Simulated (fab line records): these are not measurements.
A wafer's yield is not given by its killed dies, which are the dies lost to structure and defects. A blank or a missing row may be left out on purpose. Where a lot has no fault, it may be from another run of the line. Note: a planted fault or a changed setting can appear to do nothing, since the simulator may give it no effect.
Chamber matching -- flow rit-cmos -- rie-si-01 running RIT_GATE_ETCH_19: 4 sister chambers
The step etches poly-Si in SF6/CHF3/O2, stops on SiO2, time 165 s, target depth 312.5 nm. 4 wafers are shown with their chamber, then 7 later ones without.

== WAFERS PAIRED WITH THEIR CHAMBERS ==
wafer,chamber,drypump-motor-current-A (A)
L837.3,2,5.2
L845.2,3,6.0
L847.2,1,5.5
L847.5,0,6.3

== WAFERS WITHOUT THEIR CHAMBER ==
wafer,drypump-motor-current-A (A)
L849.3,6.3
L849.4,6.0
L849.5,5.5
L853.1,5.9
L853.5,5.9
L855.1,5.2
L855.2,5.5

== WHICH CHAMBER EACH ONE RAN IN ==
wafer,from the rows above,in truth
L849.3,0,0
L849.4,3,3
L849.5,1,1
L853.1,3,3
L853.5,3,3
L855.1,2,2
L855.2,1,1
Correct placement for 7 of the 7. From these rows, 0 cannot be placed. 0 placed wrongly.
How it was worked out, from the rows above alone: a wafer's distance from a chamber is the root of the sum, over the readings, of the square of ((its reading less the chamber's mean) divided by the reading's scatter). The wafer belongs to the nearest chamber; if the next one is less than 2 further off, it can't be placed. A chamber's mean is the mean of its shown wafers. The scatter: with one shown wafer a chamber, the root of the mean of the squares of how far each hidden wafer lies from its nearest shown one.
